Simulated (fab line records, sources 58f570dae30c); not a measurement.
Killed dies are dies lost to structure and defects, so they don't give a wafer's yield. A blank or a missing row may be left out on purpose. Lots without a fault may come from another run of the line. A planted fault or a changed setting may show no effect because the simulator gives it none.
One fault seen from 2 desks | flow berkeley_cmos170 | each desk has only its own numbers; what lay behind them comes last

THE TOOL OWNER'S DESK: implanter-03
The tool's own readings at UCB170_NLDD_IMPLANT_08: means of the sampled wafers that have a number, for each lot that ran on this tool. A lot is out of limits, marked OUT, if its mean lies more than 4 standard deviations from the usual mean; the brackets give that distance.
Columns: A = beam_on_s at UCB170_NLDD_IMPLANT_08, usual 10.03 s; B = dose_ions_cm2 at UCB170_NLDD_IMPLANT_08, usual 5.001e+13; C = faraday_current_uA at UCB170_NLDD_IMPLANT_08, usual 158.2
lot  | first seen here | A     | B                           | C
L324 | day 5 22:53     | 10.15 | 5.002e+13                   | 156.0
L330 | day 7 15:19     | 10.04 | 4.991e+13                   | 157.9
L331 | day 8 01:29     | 10.04 | 4.998e+13                   | 158.2
L332 | day 8 06:08     | 10.10 | 3.152e+13 (-99 or more) OUT | 99.2 (-21) OUT
L333 | day 8 11:43     | 9.99  | 3.156e+13 (-99 or more) OUT | 99.7 (-21) OUT
L336 | day 9 03:46     | 9.90  | 3.151e+13 (-99 or more) OUT | 100.9 (-20) OUT
This desk's finding: out of limits on L332, L333, L336; first on L332, day 8 06:08 (dose_ions_cm2 at UCB170_NLDD_IMPLANT_08). In limits: L324, L330, L331.

THE METROLOGY DESK
What the gauges read, lot by lot, whatever tool the lot ran on: means of the sampled wafers that have a number. A lot is out of limits, marked OUT, if its mean lies more than 4 standard deviations from the usual mean; the brackets give that distance.
Columns: A = NLDD_TW at UCB170_NLDD_TW_MEAS_11, usual 2238; B = NLDD_RS at UCB170_SDANNEAL_RS_MEAS_05, usual 616.3 ohm/sq
lot  | first seen here | A               | B
L323 | day 5 22:40     | 2298            | 616.1
L324 | day 5 23:14     | 2215            | 615.4
L326 | day 6 17:40     | 2214            | 615.3
L330 | day 7 15:41     | 2284            | 617.3
L331 | day 8 01:52     | 2287            | 616.6
L332 | day 8 06:31     | 2105            | 711.7 (+68) OUT
L333 | day 8 12:07     | 2067 (-4.9) OUT | 707.6 (+65) OUT
L336 | day 9 04:10     | 2124            | 703.2 (+62) OUT
L335 | day 9 04:23     | 2217            | 615.8
L340 | day 10 05:59    | 2244            | 617.3
L341 | day 10 06:52    | 2199            | 617.9
L342 | day 10 06:58    | 2240            | 616.1
L343 | day 10 18:15    | 2240            | 616.2
L346 | day 11 01:53    | 2213            | 617.0
L345 | day 11 02:49    | 2298            | 616.6
This desk's finding: out of limits on L332, L333, L336; first on L333, day 8 12:07 (NLDD_TW at UCB170_NLDD_TW_MEAS_11). In limits: L323, L324, L326, L330, L331, L335, L340, L341, L342, L343, L346, L345.

PUT TOGETHER
The tool owner's desk could have raised an alarm at day 8 06:08, on L332, L333, L336.
The metrology desk could have raised an alarm at day 8 12:07, on L332, L333, L336.
Of the lots named, all ran UCB170_NLDD_IMPLANT_08 on implanter-03.

WHAT THE SIMULATOR HAD PUT IN
Process parameter drift: implanter-03, from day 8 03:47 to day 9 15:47, at UCB170_NLDD_IMPLANT_08. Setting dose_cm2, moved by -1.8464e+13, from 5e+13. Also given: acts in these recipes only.
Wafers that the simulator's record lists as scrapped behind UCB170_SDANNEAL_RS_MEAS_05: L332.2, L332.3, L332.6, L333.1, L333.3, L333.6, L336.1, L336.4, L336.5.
Lots struck among those shown: L332, L333, L336.
Hours from the fault's start to each desk's first reading out of limits: the tool owner's desk, 2; the metrology desk, 8.
